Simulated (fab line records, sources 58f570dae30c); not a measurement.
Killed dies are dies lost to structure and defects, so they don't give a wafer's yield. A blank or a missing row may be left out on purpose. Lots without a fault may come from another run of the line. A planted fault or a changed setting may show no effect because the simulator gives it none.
fab line records | flow berkeley_cmos170
record lots=15 wafers=45 last_day=11
route steps=331 shown GATE@130
lots that met no fault: from a run of the same line without faults
start_h: hours from the record's first day to the start of the lot's first wafer shown | wait_h: hours since the lot's step before | " the same as in the row above | L1.1+2: a row that stands for several wafers | - no value, or no start given | * or withheld: withheld | < > ~ a bound
route shown NAME@n: a module of which the file shows steps, and the number in the route of the first | usual: mean/standard deviation of fault-free wafers | same: alike in all rows | chamber/n: place in a boat | sites: the reading at each site | _std_site: their standard deviation | _edge_site: outer sites' mean less inner sites' | radius_mm: how far each site lies from the wafer's centre | mask NAME#n: copy n | behind: the tool/chamber that last shaped the wafer | hold: why the lot was held/for how many hours/how that ended | device: the transistor (n, p or np) that didn't switch | end of line: the same wafers' tests at the end of the route | a step without rows: its recipe alone | killed: dies lost to structure and defects at the first sort, not the wafer's yield | map: a wafer's dies, x killed, . not, _ none there
set.NAME: the setting as run; set.NAME@STEP: as run at that earlier step | model.NAME: the simulator's own value behind a step, which no gauge read
steps of the route over a sample of lots; a table a step, a row a wafer
services: from which hour (start_h, from the record's first day; less than 0 if before it) a tool's chamber was out of use, for how many hours, and why
## steps
# step UCB170_GATE_CVD_04
# recipe material=poly-Si temp_c=610 precursor=SiH4 time_s=1440 pressure_mtorr=375 target_thk_nm=214 sih4_flow_sccm=120
# usual pressure_mtorr=375.1/0.72 sih4_flow_sccm=120.0/0.33 spike_tc_centre_C=612.2/1.4 zone_power_centre_pct=25.0/1.2
# columns lot.wafer tool chamber start_h wait_h pressure_mtorr sih4_flow_sccm spike_tc_centre_C zone_power_centre_pct
L927.1 lpcvd-01 0 119.19 0.9 375.0 120.5 611.6 25.3
L927.4 " 0 " " 374.8 120.4 612.3 25.6
L927.5 " 0 " " 374.6 120.2 612.0 25.3
L928.4 lpcvd-01 0 119.19 0.9 374.5 120.4 614.5 25.3
L928.5 " 0 " " 374.9 120.4 613.3 25.6
L928.6 " 0 " " 374.6 119.9 613.5 25.5
L930.1 lpcvd-01 0 131.72 0.0 376.0 120.6 613.7 24.8
L930.2 " 0 " " 374.9 120.2 613.9 25.2
L930.5 " 0 " " 374.8 120.1 613.6 25.5
L936.2 lpcvd-01 1 175.42 0.0 374.2 59.8 610.5 26.3
L936.4 " 1 " " 375.1 60.1 611.0 27.0
L936.5 " 1 " " 374.9 59.6 610.7 26.4
L937.2 lpcvd-01 1 175.42 0.0 375.6 60.8 609.7 26.7
L937.3 " 1 " " 375.5 60.0 612.4 26.2
L937.4 " 1 " " 375.7 60.0 611.3 26.8
L938.3 lpcvd-01 0 175.42 0.0 376.2 59.7 614.2 25.5
L938.4 " 0 " " 376.5 60.0 612.4 25.4
L938.6 " 0 " " 375.9 59.1 613.7 25.2
L939.2 lpcvd-02 0 182.78 0.0 375.6 120.0 614.4 23.2
L939.5 " 0 " " 375.1 120.1 613.9 22.6
L939.6 " 0 " " 375.5 120.2 613.7 23.2
L940.2 lpcvd-02 1 182.78 0.0 374.9 120.0 612.9 25.4
L940.5 " 1 " " 374.8 119.8 609.8 25.6
L940.6 " 1 " " 374.9 119.9 610.5 25.3
L941.1 lpcvd-02 1 190.72 0.0 375.1 120.6 611.7 26.1
L941.3 " 1 " " 373.6 120.0 610.7 25.2
L941.6 " 1 " " 375.6 120.4 612.9 25.7
L942.1 lpcvd-02 0 190.72 0.0 375.7 119.9 611.8 23.3
L942.2 " 0 " " 376.2 120.3 612.7 23.8
L942.6 " 0 " " 373.6 119.6 612.6 23.2
L943.1 lpcvd-02 1 190.72 0.0 374.7 119.9 611.7 25.4
L943.3 " 1 " " 375.4 120.1 612.0 25.7
L943.6 " 1 " " 375.0 119.8 611.9 25.5
L946.1 lpcvd-02 0 223.70 0.0 375.1 120.5 612.0 23.0
L946.5 " 0 " " 375.7 119.6 612.2 23.4
L946.6 " 0 " " 375.5 120.4 612.3 23.2
L947.2 lpcvd-02 1 223.70 0.0 376.6 119.6 613.5 25.5
L947.4 " 1 " " 376.3 119.9 611.5 25.5
L947.6 " 1 " " 374.9 119.5 610.6 25.4
L948.1 lpcvd-02 1 228.59 0.0 375.8 120.3 612.9 25.6
L948.3 " 1 " " 374.5 120.2 611.5 25.7
L948.4 " 1 " " 374.2 119.8 612.4 25.4
L949.2 lpcvd-02 0 235.93 0.0 375.8 120.3 613.3 23.2
L949.4 " 0 " " 375.1 119.3 610.3 23.2
L949.5 " 0 " " 374.6 119.7 613.3 23.0
# step UCB170_GATE_THK_MEAS_05
# recipe reads=poly-Si_of_GATE_CVD_04
# usual GATE_POLY_THK=215.4/2
# columns lot.wafer tool chamber start_h wait_h GATE_POLY_THK[nm]
L927.1 film_metro-02 - 120.59 0.0 213.1
L927.4 " - " " 213.5
L927.5 " - " " 213.7
L928.4 film_metro-03 - 120.62 0.0 215.6
L928.5 " - " " 215.9
L928.6 " - " " 214.5
L930.1 film_metro-02 - 133.12 0.0 212.9
L930.2 " - " " 214.4
L930.5 " - " " 214.6
L936.2 film_metro-04 - 176.83 0.0 107.4
L936.4 " - " " 111.0
L936.5 " - " " 110.8
L938.3 film_metro-03 - 176.84 0.0 105.3
L938.4 " - " " 104.9
L938.6 " - " " 105.2
L937.2 film_metro-02 - 176.88 0.1 109.3
L937.3 " - " " 107.6
L937.4 " - " " 108.4
L939.2 film_metro-04 - 184.19 0.0 216.1
L939.5 " - " " 215.1
L939.6 " - " " 214.3
L940.2 film_metro-02 - 184.19 0.0 218.8
L940.5 " - " " 216.8
L940.6 " - " " 218.5
L941.1 film_metro-04 - 192.12 0.0 215.1
L941.3 " - " " 216.0
L941.6 " - " " 214.1
L942.1 film_metro-03 - 192.12 0.0 214.7
L942.2 " - " " 216.4
L942.6 " - " " 215.7
L943.1 film_metro-02 - 192.12 0.0 217.4
L943.3 " - " " 217.3
L943.6 " - " " 218.1
L946.1 film_metro-02 - 225.10 0.0 215.1
L946.5 " - " " 213.4
L946.6 " - " " 215.9
L947.2 film_metro-03 - 225.11 0.0 215.9
L947.4 " - " " 217.9
L947.6 " - " " 217.5
L948.1 film_metro-04 - 229.99 0.0 215.8
L948.3 " - " " 216.4
L948.4 " - " " 212.3
L949.2 film_metro-03 - 237.34 0.0 213.6
L949.4 " - " " 215.2
L949.5 " - " " 215.4
# step UCB170_GATE_ETCH_15
# recipe chemistry=HBr/Cl2 target=poly-Si stop_on=SiO2 over_etch_frac=0.3 icp_w=300 bias_w=150 time_s=56.3 pressure_mtorr=15 HBr_flow_sccm=150 Cl2_flow_sccm=50 target_depth_a=2782
# usual drypump_motor_current_A=5.8/0.69 oes_product_au=0.840/0.014 throttle_valve_pct=26.42/0.23
# columns lot.wafer tool chamber start_h wait_h drypump_motor_current_A oes_product_au rf_hours_counter_h throttle_valve_pct
L927.1 rie_si-01 0 122.03 - 6.0 0.836 116 26.29
L927.4 " 3 " " 6.3 0.848 44 26.71
L927.5 " 3 " " 6.3 0.851 - 26.70
L928.4 rie_si-02 0 122.30 - 6.0 0.832 0 26.00
L928.5 " 2 " " 5.1 0.831 - 26.66
L928.6 " 3 " " 6.5 0.850 - 26.54
L930.1 rie_si-02 1 135.67 - 5.4 0.845 61 26.19
L930.2 " 3 " " 6.5 0.846 117 26.54
L930.5 " 2 " " 5.1 0.835 - 26.64
L936.2 rie_si-02 2 178.24 - 5.1 0.556 63 26.64
L936.4 " 1 " " 5.4 0.577 61 26.19
L936.5 " 3 " " 6.4 0.574 - 26.55
L938.3 rie_si-01 2 178.44 - 4.6 0.547 40 26.34
L938.4 " 1 " " 6.7 0.541 0 26.52
L938.6 " 3 " " 6.3 0.556 - 26.71
L937.2 rie_si-02 1 178.71 - 5.4 0.569 61 26.20
L937.3 " 0 " " 6.0 0.547 0 26.01
L937.4 " 3 " " 6.5 0.567 117 26.53
L939.2 rie_si-01 0 185.28 - 6.0 0.837 116 26.29
L939.5 " 3 " " 6.3 0.854 - 26.72
L939.6 " 0 " " 5.9 0.833 - 26.30
L940.2 rie_si-02 3 185.56 - 6.4 0.861 117 26.54
L940.5 " 3 " " 6.5 0.854 - 26.53
L940.6 " 2 " " 5.1 0.844 - 26.63
L941.1 rie_si-01 1 193.59 - 6.7 0.822 0 26.52
L941.3 " 3 " " 6.3 0.853 44 26.69
L941.6 " 3 " " 6.3 0.851 - 26.71
L942.1 rie_si-02 1 193.70 - 5.5 0.855 61 26.21
L942.2 " 2 " " 5.1 0.839 63 26.64
L942.6 " 2 " " 5.1 0.824 - 26.64
L943.1 rie_si-01 1 193.98 - 6.7 0.825 0 26.52
L943.3 " 2 " " 4.7 0.825 40 26.35
L943.6 " 3 " " 6.3 0.867 - 26.72
L946.1 rie_si-02 2 226.91 - 5.1 0.830 64 26.64
L946.5 " 3 " " 6.5 0.829 - 26.46
L946.6 " 2 " " 5.1 0.835 - 26.64
L947.2 rie_si-01 2 227.00 - 4.6 0.830 40 26.34
L947.4 " 3 " " 6.3 0.863 44 26.72
L947.6 " 2 " " 4.6 0.828 - 26.35
L948.1 rie_si-02 2 231.25 - 5.1 0.833 64 26.66
L948.3 " 1 " " 5.4 0.856 61 26.23
L948.4 " 0 " " 6.0 0.824 1 25.99
L949.2 rie_si-01 3 238.45 - 6.3 0.851 44 26.70
L949.4 " 2 " " 4.6 0.831 40 26.34
L949.5 " 3 " " 6.3 0.855 - 26.72
## services
# columns tool chamber start_h hours kind
lpcvd-02 - 102.17 0.8 repair
rie_si-01 1 140.12 - clean
rie_si-01 1 140.12 18.1 scheduled_down
rie_si-01 1 140.12 18.1 vent_cycle
rie_si-01 0 155.04 8.4 repair
rie_si-02 3 188.54 - clean
rie_si-02 3 188.54 19.3 scheduled_down
rie_si-02 3 188.54 19.3 vent_cycle
rie_si-01 0 191.61 - clean
rie_si-01 0 191.61 32.2 scheduled_down
rie_si-01 0 191.61 32.2 vent_cycle
## key
first_sign step=UCB170_GATE_CVD_04 reading=sih4_flow_sccm direction=down sigmas=99+ usual=120.0 struck=59.9
effect step=UCB170_GATE_THK_MEAS_05 reading=GATE_POLY_THK direction=down sigmas=55 usual=215.4 struck=107.8
effect step=UCB170_GATE_ETCH_15 reading=oes_product_au direction=down sigmas=20 usual=0.840 struck=0.559
met_at UCB170_GATE_CVD_04
struck_lots L936,L937,L938
tester_left_out L936,L937,L938
onset_between 131.72 175.42
fault kind=process_parameter_drift tool=lpcvd-01 chamber=- onset_h=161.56 steps=UCB170_GATE_CVD_04 channel=sih4_flow_sccm offset=-60 shape=step end_h=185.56 acts_in=these_recipes_only stated=120
# tester_left_out: of these lots the tester's yield and bins aren't shown, on N5 and GAA mostly nor the transistor test; their killed dies are dies lost to structure and defects alone, not to doping, threshold or leakage, so they don't give the yield
